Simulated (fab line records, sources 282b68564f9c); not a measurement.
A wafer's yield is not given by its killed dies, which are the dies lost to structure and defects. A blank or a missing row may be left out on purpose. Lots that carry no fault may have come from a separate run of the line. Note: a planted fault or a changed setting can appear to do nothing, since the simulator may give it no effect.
fab line records | flow rit-cmos
[record] lots = 14 | wafers = 42 | last-day = 7
route steps=202 shown FOX1@20
lots that met no fault: from a run of the same line without faults
start-h: hours from the record's first day to the start of the lot's first wafer shown | wait-h: hours elapsed since this lot's preceding step | " identical to the entry in the row above | L1.1+2: a single row standing in for several wafers | - no value, or no start was given | * or withheld: withheld | < > ~ a bound
route shown NAME@n: a module of which the file shows steps, and the number in the route of the first | usual: mean/standard deviation taken from wafers without a fault | same: alike in all rows | chamber/n: place in a boat | sites: each site's reading | _std_site: their standard deviation | _edge_site: inner sites' mean taken away from outer sites' mean | radius-mm: how far each site lies from the wafer's centre | mask NAME#n: copy n | behind: the most recent tool/chamber to have shaped the wafer | hold: cause of the lot's hold/its duration in hours/its outcome | device: whichever transistor did not switch (one of n, p or np) | end of line: the route-end tests of the same wafers | a step with no rows: only its recipe | killed: dies lost to structure and defects at the first sort, not the wafer's yield | map: per-die view of a wafer (x killed, . not killed, _ where there is no die)
set.NAME: setting as actually run; set.NAME@STEP: the setting as run at that earlier step | model.NAME: the simulator's own value behind a step, which no gauge read
a sample of lots followed through the steps of the route, with each step as a table and each wafer as a row
services: the hour from which a tool's chamber was out of use, counted from the record's first day as start-h (under 0 if before that day), plus the number of hours and why
[[steps]]
[step RIT_FOX1_OXIDATION_00]
[recipe] temp-c = 1100 | ambient = H2O | target-thk-a = 3507 | p-h2o-torr = 720 | ox-time-s = 1130
[usual] ox-temp-c = 1100.0/0.44 | ox-temp-c-max = 1104.2/1.4 | ox-time-s = 1130/0
lot.wafer | tool       | chamber | start-h | wait-h | ox-temp-c | ox-temp-c-max | ox-time-s
L819.4    | furnace-02 | 0       | 16.59   | 0.0    | 1100.5    | 1103.1        | 1130
L819.5    | "          | 0       | "       | "      | 1100.5    | 1103.4        | 1130
L819.6    | "          | 0       | "       | "      | 1100.0    | 1103.3        | 1130
L820.2    | furnace-02 | 0       | 20.77   | 0.0    | 1099.4    | 1101.7        | 1130
L820.3    | "          | 0       | "       | "      | 1100.2    | 1103.1        | 1130
L820.4    | "          | 0       | "       | "      | 1099.6    | 1102.8        | 1130
L822.4    | furnace-01 | 0       | 32.05   | 1.3    | 1100.5    | 1107.4        | 1130
L822.5    | "          | 0       | "       | "      | 1099.5    | 1104.9        | 1130
L822.6    | "          | 0       | "       | "      | 1099.7    | 1105.8        | 1130
L823.4    | furnace-02 | 0       | 35.59   | 0.0    | 1100.2    | 1102.7        | 1356
L823.5    | "          | 0       | "       | "      | 1100.1    | 1103.5        | 1356
L823.6    | "          | 0       | "       | "      | 1099.6    | 1102.7        | 1356
L827.1    | furnace-02 | 0       | 55.54   | 0.0    | 1100.4    | 1103.3        | 1356
L827.4    | "          | 0       | "       | "      | 1099.6    | 1102.6        | 1356
L827.6    | "          | 0       | "       | "      | 1100.5    | 1104.7        | 1356
L832.1    | furnace-03 | 0       | 81.34   | 0.0    | 1100.0    | 1103.1        | 1130
L832.2    | "          | 0       | "       | "      | 1100.1    | 1103.1        | 1130
L832.3    | "          | 0       | "       | "      | 1100.3    | 1103.3        | 1130
L833.2    | furnace-01 | 0       | 86.35   | 0.0    | 1100.2    | 1105.3        | 1130
L833.3    | "          | 0       | "       | "      | 1100.5    | 1105.0        | 1130
L833.6    | "          | 0       | "       | "      | 1100.5    | 1106.3        | 1130
L834.1    | furnace-01 | 0       | 90.63   | 0.0    | 1100.6    | 1106.1        | 1130
L834.3    | "          | 0       | "       | "      | 1100.7    | 1106.3        | 1130
L834.4    | "          | 0       | "       | "      | 1100.2    | 1106.7        | 1130
L835.2    | furnace-01 | 0       | 96.23   | 0.0    | 1099.5    | 1103.9        | 1130
L835.5    | "          | 0       | "       | "      | 1099.7    | 1105.7        | 1130
L835.6    | "          | 0       | "       | "      | 1099.9    | 1104.9        | 1130
L838.3    | furnace-01 | 0       | 110.86  | 0.2    | 1099.9    | 1105.9        | 1130
L838.4    | "          | 0       | "       | "      | 1100.2    | 1104.8        | 1130
L838.5    | "          | 0       | "       | "      | 1100.6    | 1106.2        | 1130
L839.1    | furnace-02 | 0       | 116.51  | 0.0    | 1099.7    | 1102.3        | 1130
L839.2    | "          | 0       | "       | "      | 1099.7    | 1102.7        | 1130
L839.3    | "          | 0       | "       | "      | 1099.5    | 1101.7        | 1130
L840.2    | furnace-02 | 0       | 121.85  | 0.2    | 1099.5    | 1102.1        | 1130
L840.4    | "          | 0       | "       | "      | 1099.5    | 1102.7        | 1130
L840.5    | "          | 0       | "       | "      | 1099.6    | 1102.8        | 1130
L841.3    | furnace-01 | 0       | 126.21  | 0.0    | 1101.2    | 1105.9        | 1130
L841.4    | "          | 0       | "       | "      | 1100.5    | 1105.7        | 1130
L841.5    | "          | 0       | "       | "      | 1100.6    | 1106.4        | 1130
L842.3    | furnace-03 | 0       | 130.53  | 0.0    | 1100.1    | 1103.6        | 1130
L842.4    | "          | 0       | "       | "      | 1100.0    | 1103.5        | 1130
L842.6    | "          | 0       | "       | "      | 1099.7    | 1102.9        | 1130
[step RIT_FOX1_THK_MEAS_01]
[recipe] reads = SiO2_of_FOX1_OXIDATION_00
[usual] FOX1_OXIDE_THK = 347/6.3
lot.wafer | tool          | chamber | start-h | wait-h | FOX1_OXIDE_THK[nm]
L819.4    | film-metro-02 | -       | 17.94   | 0.0    | 334
L819.5    | "             | -       | "       | "      | 329
L819.6    | "             | -       | "       | "      | 332
L820.2    | film-metro-02 | -       | 22.09   | 0.0    | 347
L820.3    | "             | -       | "       | "      | 348
L820.4    | "             | -       | "       | "      | 349
L822.4    | film-metro-02 | -       | 33.40   | 0.0    | 348
L822.5    | "             | -       | "       | "      | 351
L822.6    | "             | -       | "       | "      | 352
L823.4    | film-metro-02 | -       | 36.93   | 0.0    | 381
L823.5    | "             | -       | "       | "      | 383
L823.6    | "             | -       | "       | "      | 383
L827.1    | film-metro-01 | -       | 56.85   | 0.0    | 385
L827.4    | "             | -       | "       | "      | 378
L827.6    | "             | -       | "       | "      | 380
L832.1    | film-metro-01 | -       | 82.65   | 0.0    | 349
L832.2    | "             | -       | "       | "      | 342
L832.3    | "             | -       | "       | "      | 345
L833.2    | film-metro-04 | -       | 87.68   | 0.0    | 338
L833.3    | "             | -       | "       | "      | 334
L833.6    | "             | -       | "       | "      | 336
L834.1    | film-metro-01 | -       | 91.94   | 0.0    | 341
L834.3    | "             | -       | "       | "      | 340
L834.4    | "             | -       | "       | "      | 343
L835.2    | film-metro-01 | -       | 97.55   | 0.0    | 347
L835.5    | "             | -       | "       | "      | 339
L835.6    | "             | -       | "       | "      | 341
L838.3    | film-metro-01 | -       | 112.19  | 0.0    | 353
L838.4    | "             | -       | "       | "      | 353
L838.5    | "             | -       | "       | "      | 357
L839.1    | film-metro-01 | -       | 117.83  | 0.0    | 363
L839.2    | "             | -       | "       | "      | 358
L839.3    | "             | -       | "       | "      | 357
L840.2    | film-metro-01 | -       | 123.17  | 0.0    | 351
L840.4    | "             | -       | "       | "      | 341
L840.5    | "             | -       | "       | "      | 348
L841.3    | film-metro-01 | -       | 127.55  | 0.0    | 360
L841.4    | "             | -       | "       | "      | 353
L841.5    | "             | -       | "       | "      | 352
L842.3    | film-metro-02 | -       | 131.86  | 0.0    | 344
L842.4    | "             | -       | "       | "      | 345
L842.6    | "             | -       | "       | "      | 342
[[services]]
tool       | chamber | start-h | hours | kind
furnace-01 | -       | -1.37   | 3.6   | pm
furnace-03 | -       | 3.26    | 3.9   | pm
furnace-02 | -       | 36.90   | 3.3   | pm
furnace-02 | -       | 111.06  | 5.1   | pm
furnace-02 | -       | 117.83  | 4.0   | pm
[[key]]
[first-sign] step = RIT_FOX1_OXIDATION_00 | reading = ox-time-s | direction = up | sigmas = 99+ | usual = * | struck = *
[effect] step = RIT_FOX1_THK_MEAS_01 | reading = FOX1_OXIDE_THK | direction = up | sigmas = 5.4 | usual = 347 | struck = 382
met-at RIT_FOX1_OXIDATION_00
struck-lots L823,L827
tester-left-out L823,L827
onset-between 20.77 35.59
[fault] kind = process-parameter-drift | tool = furnace-02 | chamber = - | onset-h = 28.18 | steps = RIT_FOX1_OXIDATION_00 | channel = ox-time-s | offset = * | shape = step | end-h = 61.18 | acts-in = * | stated = *
// tester-left-out: of these lots the tester's yield and bins aren't shown, on N5 and GAA mostly nor the transistor test; their killed dies are dies lost to structure and defects alone, not to doping, threshold or leakage, so they don't give the yield
